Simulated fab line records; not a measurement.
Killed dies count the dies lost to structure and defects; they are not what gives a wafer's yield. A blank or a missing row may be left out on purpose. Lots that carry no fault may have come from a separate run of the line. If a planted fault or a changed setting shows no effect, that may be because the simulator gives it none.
What tool caused it? ; flow berkeley cmos170 ; Sampling: 13 lots, 39 wafers, 3 of 331 route steps

WHAT EACH GAUGE READ, for each wafer
UCB170_NLDD_CD_MEAS_06: the cd target is 1200 nm.
lot;measured;on;cd nm (nm)
L623;day 7 14:54;cd sem-02;1201.8 1201.6 1201.3
L625;day 8 06:30;cd sem-02;1198.4 1198.0 1199.0
L626;day 8 09:37;cd sem-02;1199.5 1198.0 1198.0
L629;day 8 21:46;cd sem-02;1199.8 1201.5 1200.4
L630;day 9 02:11;cd sem-01;1198.4 1198.1 1197.6
L632;day 9 10:47;cd sem-02;1198.8 1199.0 1198.8
L633;day 9 11:26;cd sem-02;- - -
L634;day 10 07:01;cd sem-01;1199.8 1200.3 1198.9
L640;day 11 08:32;cd sem-02;1198.6 1199.1 1198.8
L643;day 11 15:50;cd sem-01;1199.9 1199.2 1201.0
L644;day 11 17:01;cd sem-01;1201.1 1198.7 1199.4
L645;day 12 18:57;cd sem-01;1201.4 1199.9 1199.6
L646;day 12 19:11;cd sem-02;1201.1 1201.1 1202.7

UCB170_NLDD_TW_MEAS_11.
lot;measured;on;NLDD_TW
L623;day 7 15:27;film metro-03;2199 2199 2193
L625;day 8 07:03;film metro-03;2208 2206 2206
L626;day 8 10:10;film metro-03;2207 2208 2213
L629;day 8 22:20;film metro-03;2206 2207 2206
L630;day 9 02:44;film metro-04;2211 2212 2224
L632;day 9 11:20;film metro-02;2226 2232 2246
L633;day 9 11:59;film metro-02;30 30 31
L634;day 10 07:34;film metro-03;2198 2194 2197
L640;day 11 09:05;film metro-04;2219 2209 2219
L643;day 11 16:23;film metro-04;2223 2228 2223
L644;day 11 17:34;film metro-04;2222 2227 2228
L645;day 12 19:29;film metro-04;2217 2224 2223
L646;day 12 19:44;film metro-02;2218 2217 2235

TOOL THAT RAN EACH LOT (tool first, then ch and the chambers of the sampled wafers, then the start)
lot;UCB170_NLDD_EXPOSE_03
L623;krf scanner-02 ch 0, day 7 14:11
L625;krf scanner-02 ch 0, day 8 06:06
L626;krf scanner-01 ch 0, day 8 09:14
L629;krf scanner-01 ch 0, day 8 21:21
L630;krf scanner-02 ch 0, day 9 01:47
L632;krf scanner-02 ch 0, day 9 10:01
L633;krf scanner-01 ch 0, day 9 11:00
L634;krf scanner-01 ch 0, day 10 05:44
L640;krf scanner-02 ch 0, day 11 08:08
L643;krf scanner-01 ch 0, day 11 14:24
L644;krf scanner-01 ch 0, day 11 15:55
L645;krf scanner-02 ch 0, day 12 18:21
L646;krf scanner-01 ch 0, day 12 18:42
- UCB170_NLDD_EXPOSE_03: exposes mask NSELECT, target cd 1200 nm.

WHAT THE TOOLS THEMSELVES READ (means of the sampled wafers that have a number; where no wafer has one, the mark that the record gives instead)
The record holds no such reading with a usual standard deviation.

THE ANSWER, worked out from the rows above alone
Rule: what is usual is taken from the lots themselves. The widest of any qualifying gaps counts: lots, ordered by their means at a reading, are off when they make up no more than a third of the lots, leave a main group of 4 or more, and stand apart from it by 3 or more times the standard deviation of that group's means. The tables above print the reading to a certain number of digits; a main group whose means all agree to those digits is not used. A lot without any number at a reading at which 4 lots or more have one is off too. All remaining lots with rows at the step are treated as sound. Order of review: gauges by route order, followed by the tools' own readings, for which a lot's mean as printed above is used. The first step at which some lot is off is used, and at that step the reading that is off furthest; a lot without a number counts as furthest.
Off at UCB170_NLDD_CD_MEAS_06 (cd nm): L633. Without a number there: L633. The main group: mean 1199.7 nm, standard deviation 1.1.
If a tool, at a process step before that reading, ran all the lots that are off and no sound lot after the first of them, it fits. Not tried: the gauges at UCB170_NLDD_CD_MEAS_06; whatever is off there is also off at UCB170_NLDD_TW_MEAS_11, on other tools, and gauge error can't account for it. None of those tried fits.

WHAT HAD BEEN PUT IN BY THE SIMULATOR
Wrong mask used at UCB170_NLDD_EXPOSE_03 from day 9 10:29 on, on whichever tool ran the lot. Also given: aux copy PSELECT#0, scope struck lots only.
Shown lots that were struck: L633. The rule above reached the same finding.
